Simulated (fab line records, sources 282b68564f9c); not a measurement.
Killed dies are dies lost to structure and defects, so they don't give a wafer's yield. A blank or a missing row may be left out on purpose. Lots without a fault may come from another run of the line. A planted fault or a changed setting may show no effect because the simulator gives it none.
Which tool did it? | flow rit_cmos | 15 lots, 45 wafers sampled, at 1 step of a route of 202

WHAT THE GAUGES READ, wafer by wafer
RIT_NWELL_OVL_MEAS_06.
lot  | measured    | on         | NWELL_OVL (nm)
L384 | day 2 00:35 | overlay-01 | -1.3 -0.3 -0.8
L385 | day 2 04:09 | overlay-02 | 1.0 0.2 1.8
L386 | day 2 07:48 | overlay-02 | -3.2 -3.9 -3.5
L387 | day 2 11:38 | overlay-01 | -1.0 -1.4 -2.2
L389 | day 2 21:25 | overlay-02 | -0.7 -1.1 -1.7
L390 | day 3 03:40 | overlay-02 | -2.3 -1.1 -0.2
L392 | day 3 13:08 | overlay-02 | 1.4 1.1 -0.1
L395 | day 4 03:20 | overlay-02 | -1.8 -0.4 -2.1
L397 | day 4 13:29 | overlay-01 | 0.9 -1.4 -0.5
L399 | day 4 23:52 | overlay-01 | -0.3 -1.7 -0.7
L400 | day 5 05:11 | overlay-01 | -2.3 -1.6 -0.1
L401 | day 5 09:08 | overlay-02 | -0.7 -1.0 0.3
L405 | day 6 05:20 | overlay-02 | 0.5 1.5 -0.1
L406 | day 6 11:11 | overlay-01 | -0.6 1.1 -0.5
L407 | day 6 15:16 | overlay-01 | 2.1 2.3 2.5

WHICH TOOL RAN EACH LOT (tool, then ch and the chambers of the sampled wafers, then the start)
The record holds no process step before these readings.

WHAT THE TOOLS THEMSELVES READ (means of the sampled wafers that have a number; where no wafer has one, the mark that the record gives instead)
The record holds no such reading with a usual standard deviation.

THE ANSWER, worked out from the rows above alone
Rule: what is usual is taken from the lots themselves. Put in order of their means at a reading, lots are off if they are a third of the lots or fewer, leave a main group of 4 or more, and stand apart from it by a gap of 3 or more times the standard deviation of the main group's means; of several such gaps the widest counts. A main group whose means are all the same, to the digits that the tables above print for the reading, isn't used. A lot without any number at a reading at which 4 lots or more have one is off too. The other lots that the step has rows for count as sound. The gauges are gone through in route order, then the tools' own readings, and for those a lot's mean is taken as printed above. The first step at which some lot is off is used, and at that step the reading that is off furthest; a lot without a number counts as furthest.
No lot is off at any reading shown: from this, nothing can be told.

WHAT THE SIMULATOR HAD PUT IN
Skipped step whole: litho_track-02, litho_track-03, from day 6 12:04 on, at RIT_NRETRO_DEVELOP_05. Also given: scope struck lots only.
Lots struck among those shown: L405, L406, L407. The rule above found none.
